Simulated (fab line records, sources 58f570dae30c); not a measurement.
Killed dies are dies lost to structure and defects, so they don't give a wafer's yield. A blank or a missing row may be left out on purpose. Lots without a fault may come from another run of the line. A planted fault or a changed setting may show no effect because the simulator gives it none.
Which tool did it? | flow berkeley_cmos170 | 14 lots, 42 wafers sampled, at 1 step of a route of 331

WHAT THE GAUGES READ, wafer by wafer
The record holds no reading of a measuring or inspecting step that can be judged against a usual standard deviation.

WHICH TOOL RAN EACH LOT (tool, then ch and the chambers of the sampled wafers, then the start)
lot  | UCB170_PWELL_IMPLANT_15
L781 | implanter-01 ch 0, day 2 20:50
L783 | implanter-02 ch 0, day 3 09:06
L784 | implanter-01 ch 0, day 3 15:31
L786 | implanter-04 ch 0, day 4 02:35
L789 | implanter-02 ch 0, day 4 18:55
L790 | implanter-04 ch 0, day 4 19:01
L791 | implanter-01 ch 0, day 5 08:17
L793 | implanter-04 ch 0, day 5 15:54
L795 | implanter-01 ch 0, day 6 00:23
L796 | implanter-02 ch 0, day 6 09:16
L797 | implanter-01 ch 0, day 6 09:34
L802 | implanter-02 ch 0, day 7 11:25
L804 | implanter-04 ch 0, day 7 18:50
L803 | implanter-02 ch 0, day 7 19:06
- UCB170_PWELL_IMPLANT_15

WHAT THE TOOLS THEMSELVES READ (means of the sampled wafers that have a number; where no wafer has one, the mark that the record gives instead)
UCB170_PWELL_IMPLANT_15.
lot  | tool         | beam_energy_keV
L781 | implanter-01 | 60.006
L783 | implanter-02 | 59.993
L784 | implanter-01 | 60.007
L786 | implanter-04 | 60.000
L789 | implanter-02 | 60.028
L790 | implanter-04 | 60.011
L791 | implanter-01 | 60.019
L793 | implanter-04 | 59.990
L795 | implanter-01 | 54.657
L796 | implanter-02 | 60.006
L797 | implanter-01 | 54.670
L802 | implanter-02 | 59.995
L804 | implanter-04 | 59.985
L803 | implanter-02 | 60.017

THE ANSWER, worked out from the rows above alone
Rule: what is usual is taken from the lots themselves. Put in order of their means at a reading, lots are off if they are a third of the lots or fewer, leave a main group of 4 or more, and stand apart from it by a gap of 3 or more times the standard deviation of the main group's means; of several such gaps the widest counts. A main group whose means are all the same, to the digits that the tables above print for the reading, isn't used. A lot without any number at a reading at which 4 lots or more have one is off too. The other lots that the step has rows for count as sound. The gauges are gone through in route order, then the tools' own readings, and for those a lot's mean is taken as printed above. The first step at which some lot is off is used, and at that step the reading that is off furthest; a lot without a number counts as furthest.
Off: L795, L797, at UCB170_PWELL_IMPLANT_15 (beam_energy_keV). The main group: mean 60.005, standard deviation 0.012.
A tool fits if, at that step or a process step before it, it ran every lot that is off, and no sound lot after the first of them. One fits: implanter-01 at UCB170_PWELL_IMPLANT_15. Its last sound lot is L791 (day 5 08:17), its first lot that is off L795 (day 6 00:23): a fault that began between those two fits.
The tool's own readings at UCB170_PWELL_IMPLANT_15 bear it out: on the lots that are off they differ by more than 5 times the standard deviation of the sound lots' means. beam_energy_keV reads 54.663 there against 60.005 on the sound lots.

WHAT THE SIMULATOR HAD PUT IN
Process parameter drift: implanter-01, from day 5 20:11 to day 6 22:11, at UCB170_PWELL_IMPLANT_15. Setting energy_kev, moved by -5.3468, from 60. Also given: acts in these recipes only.
Lots struck among those shown: L795, L797. The rule above found the same.
